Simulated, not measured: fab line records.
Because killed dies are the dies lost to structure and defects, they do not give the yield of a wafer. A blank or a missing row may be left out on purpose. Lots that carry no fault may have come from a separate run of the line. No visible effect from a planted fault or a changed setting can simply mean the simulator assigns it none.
Which tool was responsible? || flow rit cmos || 13 lots, 39 wafers sampled, at 6 steps of a route of 202

## WHAT EACH GAUGE READ, for each wafer
RIT_PSD_OVL_MEAS_06. Usual: PSD_OVL gives -0.3 nm (standard deviation 1.3).
{"lot": "L979", "measured": "day 3 11:02", "on": "overlay-01", "PSD_OVL (nm)": "1.0 0.3 -0.3", "flag": ""}
{"lot": "L980", "measured": "day 3 15:21", "on": "overlay-01", "PSD_OVL (nm)": "-0.8 -1.5 -0.1", "flag": ""}
{"lot": "L981", "measured": "day 3 19:41", "on": "overlay-02", "PSD_OVL (nm)": "0.5 -1.1 -1.8", "flag": ""}
{"lot": "L983", "measured": "day 4 08:15", "on": "overlay-01", "PSD_OVL (nm)": "0.1 -1.2 -0.6", "flag": ""}
{"lot": "L984", "measured": "day 4 12:31", "on": "overlay-01", "PSD_OVL (nm)": "-1.2 2.0 0.8", "flag": ""}
{"lot": "L985", "measured": "day 4 16:55", "on": "overlay-01", "PSD_OVL (nm)": "-0.5 -0.6 0.6", "flag": ""}
{"lot": "L995", "measured": "day 6 13:50", "on": "overlay-02", "PSD_OVL (nm)": "1.5 0.8 0.1", "flag": ""}
{"lot": "L998", "measured": "day 7 04:02", "on": "overlay-02", "PSD_OVL (nm)": "-0.7 -0.4 -0.7", "flag": ""}
{"lot": "L997", "measured": "day 7 06:40", "on": "overlay-02", "PSD_OVL (nm)": "-1.3 -0.1 0.0", "flag": ""}
{"lot": "L999", "measured": "day 8 03:02", "on": "overlay-02", "PSD_OVL (nm)": "0.3 1.0 0.9", "flag": ""}
{"lot": "L101", "measured": "day 8 03:20", "on": "overlay-02", "PSD_OVL (nm)": "1.6 0.3 -0.5", "flag": ""}
{"lot": "L100", "measured": "day 8 03:37", "on": "overlay-01", "PSD_OVL (nm)": "-3.1 -0.8 -2.0", "flag": ""}
{"lot": "L102", "measured": "day 8 10:46", "on": "overlay-02", "PSD_OVL (nm)": "-2.0 -2.0 -2.5", "flag": ""}

RIT_M1_RS_MEAS_01: uses a four-point probe to measure. Usual: M1_AL_RS gives 0.0740 ohm/sq (standard deviation 0.00075).
{"lot": "L979", "measured": "day 3 15:34", "on": "film metro-01", "M1_AL_RS (ohm/sq)": "0.0747 0.0746 0.0747", "flag": ""}
{"lot": "L980", "measured": "day 3 20:04", "on": "film metro-02", "M1_AL_RS (ohm/sq)": "0.0735 0.0748 0.0749", "flag": ""}
{"lot": "L981", "measured": "day 4 00:20", "on": "film metro-04", "M1_AL_RS (ohm/sq)": "0.0730 0.0736 0.0737", "flag": ""}
{"lot": "L983", "measured": "day 4 12:49", "on": "film metro-02", "M1_AL_RS (ohm/sq)": "0.1054 0.0735 0.0732 0.1053 0.0735 0.0733", "flag": "OFF"}
{"lot": "L984", "measured": "day 4 17:28", "on": "film metro-02", "M1_AL_RS (ohm/sq)": "0.0751 0.0750 0.0746", "flag": ""}
{"lot": "L985", "measured": "day 4 21:37", "on": "film metro-04", "M1_AL_RS (ohm/sq)": "0.0729 0.1074 0.0747 0.0728 0.1076 0.0746", "flag": "OFF"}
{"lot": "L995", "measured": "day 6 18:32", "on": "film metro-01", "M1_AL_RS (ohm/sq)": "0.0754 0.0755 0.0744", "flag": ""}
{"lot": "L998", "measured": "day 7 08:38", "on": "film metro-01", "M1_AL_RS (ohm/sq)": "0.0746 0.0739 0.0748", "flag": ""}
{"lot": "L997", "measured": "day 7 11:20", "on": "film metro-01", "M1_AL_RS (ohm/sq)": "0.0746 0.0742 0.0746", "flag": ""}
{"lot": "L999", "measured": "day 8 08:07", "on": "film metro-01", "M1_AL_RS (ohm/sq)": "0.0733 0.0740 0.0733", "flag": ""}
{"lot": "L101", "measured": "day 8 08:39", "on": "film metro-04", "M1_AL_RS (ohm/sq)": "0.0739 0.0732 0.0739", "flag": ""}
{"lot": "L100", "measured": "day 8 08:45", "on": "film metro-02", "M1_AL_RS (ohm/sq)": "0.0740 0.0745 0.0737", "flag": ""}
{"lot": "L102", "measured": "day 8 15:30", "on": "film metro-01", "M1_AL_RS (ohm/sq)": "0.0738 0.0744 0.0749", "flag": ""}

RIT_M1_THK_MEAS_02: measures by xrf. Usual: M1_AL_THK gives 404 nm (standard deviation 4.9).
{"lot": "L979", "measured": "day 3 15:41", "on": "film metro-01", "M1_AL_THK (nm)": "398 401 397", "flag": ""}
{"lot": "L980", "measured": "day 3 20:11", "on": "film metro-02", "M1_AL_THK (nm)": "407 404 402", "flag": ""}
{"lot": "L981", "measured": "day 4 00:27", "on": "film metro-04", "M1_AL_THK (nm)": "410 406 405", "flag": ""}
{"lot": "L983", "measured": "day 4 20:47", "on": "film metro-02", "M1_AL_THK (nm)": "289 409 410 289 410 409", "flag": "OFF"}
{"lot": "L984", "measured": "day 4 17:34", "on": "film metro-02", "M1_AL_THK (nm)": "403 401 403", "flag": ""}
{"lot": "L985", "measured": "day 5 00:29", "on": "film metro-04", "M1_AL_THK (nm)": "411 282 402 413 280 401", "flag": "OFF"}
{"lot": "L995", "measured": "day 6 18:38", "on": "film metro-01", "M1_AL_THK (nm)": "397 395 398", "flag": ""}
{"lot": "L998", "measured": "day 7 08:45", "on": "film metro-01", "M1_AL_THK (nm)": "400 399 396", "flag": ""}
{"lot": "L997", "measured": "day 7 11:27", "on": "film metro-01", "M1_AL_THK (nm)": "399 402 399", "flag": ""}
{"lot": "L999", "measured": "day 8 08:13", "on": "film metro-01", "M1_AL_THK (nm)": "403 401 403", "flag": ""}
{"lot": "L101", "measured": "day 8 08:44", "on": "film metro-04", "M1_AL_THK (nm)": "403 406 404", "flag": ""}
{"lot": "L100", "measured": "day 8 08:52", "on": "film metro-02", "M1_AL_THK (nm)": "405 403 407", "flag": ""}
{"lot": "L102", "measured": "day 8 15:37", "on": "film metro-01", "M1_AL_THK (nm)": "403 396 393", "flag": ""}

## EACH LOT AND THE TOOL THAT RAN IT (in order: tool; ch and the chambers of the sampled wafers; start)
{"lot": "L979", "RIT_PSD_STRIP_09": "plasma asher-03 ch 1, day 3 11:22", "RIT_CONTACT_CVD_00": "pecvd-03 ch 0,2, day 3 13:01", "RIT_M1_SPUTTER_00": "pvd sputter-04, day 3 15:16"}
{"lot": "L980", "RIT_PSD_STRIP_09": "plasma asher-03 ch 0,1, day 3 15:41", "RIT_CONTACT_CVD_00": "pecvd-04 ch 0,1,2, day 3 17:21", "RIT_M1_SPUTTER_00": "pvd sputter-01, day 3 19:46"}
{"lot": "L981", "RIT_PSD_STRIP_09": "plasma asher-04 ch 0,1, day 3 20:02", "RIT_CONTACT_CVD_00": "pecvd-02 ch 1,2, day 3 21:41", "RIT_M1_SPUTTER_00": "pvd sputter-04, day 4 00:02"}
{"lot": "L983", "RIT_PSD_STRIP_09": "plasma asher-04 ch 0,1, day 4 08:35", "RIT_CONTACT_CVD_00": "pecvd-04 ch 1,2, day 4 10:18", "RIT_M1_SPUTTER_00": "pvd sputter-01, day 4 12:31"}
{"lot": "L984", "RIT_PSD_STRIP_09": "plasma asher-04 ch 0,1, day 4 12:50", "RIT_CONTACT_CVD_00": "pecvd-02 ch 0,1, day 4 14:31", "RIT_M1_SPUTTER_00": "pvd sputter-04, day 4 17:09"}
{"lot": "L985", "RIT_PSD_STRIP_09": "plasma asher-04 ch 0, day 4 17:14", "RIT_CONTACT_CVD_00": "pecvd-03 ch 0,1,2, day 4 18:55", "RIT_M1_SPUTTER_00": "pvd sputter-01, day 4 21:20"}
{"lot": "L995", "RIT_PSD_STRIP_09": "plasma asher-04 ch 0,1, day 6 14:15", "RIT_CONTACT_CVD_00": "pecvd-04 ch 0,1,2, day 6 15:59", "RIT_M1_SPUTTER_00": "pvd sputter-04, day 6 18:11"}
{"lot": "L998", "RIT_PSD_STRIP_09": "plasma asher-03 ch 0,1, day 7 04:23", "RIT_CONTACT_CVD_00": "pecvd-02 ch 0,1,2, day 7 06:06", "RIT_M1_SPUTTER_00": "pvd sputter-04, day 7 08:20"}
{"lot": "L997", "RIT_PSD_STRIP_09": "plasma asher-04 ch 0,1, day 7 07:00", "RIT_CONTACT_CVD_00": "pecvd-04 ch 1,2, day 7 08:41", "RIT_M1_SPUTTER_00": "pvd sputter-01, day 7 11:02"}
{"lot": "L999", "RIT_PSD_STRIP_09": "plasma asher-03 ch 1, day 8 03:27", "RIT_CONTACT_CVD_00": "pecvd-03 ch 0,2, day 8 05:07", "RIT_M1_SPUTTER_00": "pvd sputter-01, day 8 07:47"}
{"lot": "L101", "RIT_PSD_STRIP_09": "plasma asher-04 ch 0,1, day 8 03:53", "RIT_CONTACT_CVD_00": "pecvd-02 ch 0,1,2, day 8 05:31", "RIT_M1_SPUTTER_00": "pvd sputter-03, day 8 08:18"}
{"lot": "L100", "RIT_PSD_STRIP_09": "plasma asher-02 ch 1, day 8 03:56", "RIT_CONTACT_CVD_00": "pecvd-04 ch 0,1,2, day 8 05:41", "RIT_M1_SPUTTER_00": "pvd sputter-04, day 8 08:26"}
{"lot": "L102", "RIT_PSD_STRIP_09": "plasma asher-04 ch 0,1, day 8 11:06", "RIT_CONTACT_CVD_00": "pecvd-03 ch 0,1, day 8 12:48", "RIT_M1_SPUTTER_00": "pvd sputter-01, day 8 15:11"}
- RIT_PSD_STRIP_09: strips in O2, time 180 s.
- RIT_CONTACT_CVD_00: deposits SiO2 from TEOS, target thk 400 nm, time 61 s.
- RIT_M1_SPUTTER_00: material Al, target thk 400 nm, time 500 s.

## AS READ BY THE TOOLS THEMSELVES (means over the sampled wafers that have a number; for cases with no such wafer, the mark the record gives instead)
RIT_PSD_STRIP_09. Usual: drypump motor current A at 6.0 A, with a standard deviation of 0.42.
{"lot": "L979", "tool": "plasma asher-03", "drypump motor current A (A)": 6.4, "flag": ""}
{"lot": "L980", "tool": "plasma asher-03", "drypump motor current A (A)": 5.9, "flag": ""}
{"lot": "L981", "tool": "plasma asher-04", "drypump motor current A (A)": 6.1, "flag": ""}
{"lot": "L983", "tool": "plasma asher-04", "drypump motor current A (A)": 6.2, "flag": ""}
{"lot": "L984", "tool": "plasma asher-04", "drypump motor current A (A)": 6.2, "flag": ""}
{"lot": "L985", "tool": "plasma asher-04", "drypump motor current A (A)": 6.2, "flag": ""}
{"lot": "L995", "tool": "plasma asher-04", "drypump motor current A (A)": 6.2, "flag": ""}
{"lot": "L998", "tool": "plasma asher-03", "drypump motor current A (A)": 5.8, "flag": ""}
{"lot": "L997", "tool": "plasma asher-04", "drypump motor current A (A)": 6.2, "flag": ""}
{"lot": "L999", "tool": "plasma asher-03", "drypump motor current A (A)": 6.4, "flag": ""}
{"lot": "L101", "tool": "plasma asher-04", "drypump motor current A (A)": 6.1, "flag": ""}
{"lot": "L100", "tool": "plasma asher-02", "drypump motor current A (A)": 4.9, "flag": ""}
{"lot": "L102", "tool": "plasma asher-04", "drypump motor current A (A)": 6.1, "flag": ""}

RIT_CONTACT_CVD_00. Usual: heater power w at 318 W, with a standard deviation of 43.
{"lot": "L979", "tool": "pecvd-03", "heater power w (W)": 332, "flag": ""}
{"lot": "L980", "tool": "pecvd-04", "heater power w (W)": 316, "flag": ""}
{"lot": "L981", "tool": "pecvd-02", "heater power w (W)": 254, "flag": ""}
{"lot": "L983", "tool": "pecvd-04", "heater power w (W)": 333, "flag": ""}
{"lot": "L984", "tool": "pecvd-02", "heater power w (W)": 278, "flag": ""}
{"lot": "L985", "tool": "pecvd-03", "heater power w (W)": 298, "flag": ""}
{"lot": "L995", "tool": "pecvd-04", "heater power w (W)": 320, "flag": ""}
{"lot": "L998", "tool": "pecvd-02", "heater power w (W)": 301, "flag": ""}
{"lot": "L997", "tool": "pecvd-04", "heater power w (W)": 292, "flag": ""}
{"lot": "L999", "tool": "pecvd-03", "heater power w (W)": 336, "flag": ""}
{"lot": "L101", "tool": "pecvd-02", "heater power w (W)": 320, "flag": ""}
{"lot": "L100", "tool": "pecvd-04", "heater power w (W)": 349, "flag": ""}
{"lot": "L102", "tool": "pecvd-03", "heater power w (W)": 262, "flag": ""}

RIT_M1_SPUTTER_00. Usual: throttle valve pct at 29.8 %, with a standard deviation of 0.87.
{"lot": "L979", "tool": "pvd sputter-04", "throttle valve pct (%)": 28.3, "flag": ""}
{"lot": "L980", "tool": "pvd sputter-01", "throttle valve pct (%)": 30.0, "flag": ""}
{"lot": "L981", "tool": "pvd sputter-04", "throttle valve pct (%)": 30.3, "flag": ""}
{"lot": "L983", "tool": "pvd sputter-01", "throttle valve pct (%)": 30.5, "flag": ""}
{"lot": "L984", "tool": "pvd sputter-04", "throttle valve pct (%)": 28.9, "flag": ""}
{"lot": "L985", "tool": "pvd sputter-01", "throttle valve pct (%)": 30.2, "flag": ""}
{"lot": "L995", "tool": "pvd sputter-04", "throttle valve pct (%)": 29.1, "flag": ""}
{"lot": "L998", "tool": "pvd sputter-04", "throttle valve pct (%)": 29.4, "flag": ""}
{"lot": "L997", "tool": "pvd sputter-01", "throttle valve pct (%)": 30.5, "flag": ""}
{"lot": "L999", "tool": "pvd sputter-01", "throttle valve pct (%)": 30.4, "flag": ""}
{"lot": "L101", "tool": "pvd sputter-03", "throttle valve pct (%)": 29.7, "flag": ""}
{"lot": "L100", "tool": "pvd sputter-04", "throttle valve pct (%)": 28.9, "flag": ""}
{"lot": "L102", "tool": "pvd sputter-01", "throttle valve pct (%)": 30.5, "flag": ""}

## THE ANSWER, worked out from the rows above alone
Rule: lot off if the mean of its wafers having a number is beyond 3 standard deviations from the usual mean. Also off: a lot with no number at a reading for which 4 or more lots have one. The other lots that the step has rows for count as sound. After the gauges, taken in route order, come the tools' own readings; for these a lot's mean is taken, as printed above. The first step at which some lot is off is used, and at that step the reading that is off furthest; a lot without a number counts as furthest.
Off: L983, L985, at RIT_M1_RS_MEAS_01 (M1_AL_RS).
If a tool, at a process step before that reading, ran all the lots that are off and no sound lot after the first of them, it fits. Gauges at RIT_M1_RS_MEAS_01: tried the same way as those tools. Not one of the candidates tried fits.

## WHAT THE SIMULATOR HAD PUT IN
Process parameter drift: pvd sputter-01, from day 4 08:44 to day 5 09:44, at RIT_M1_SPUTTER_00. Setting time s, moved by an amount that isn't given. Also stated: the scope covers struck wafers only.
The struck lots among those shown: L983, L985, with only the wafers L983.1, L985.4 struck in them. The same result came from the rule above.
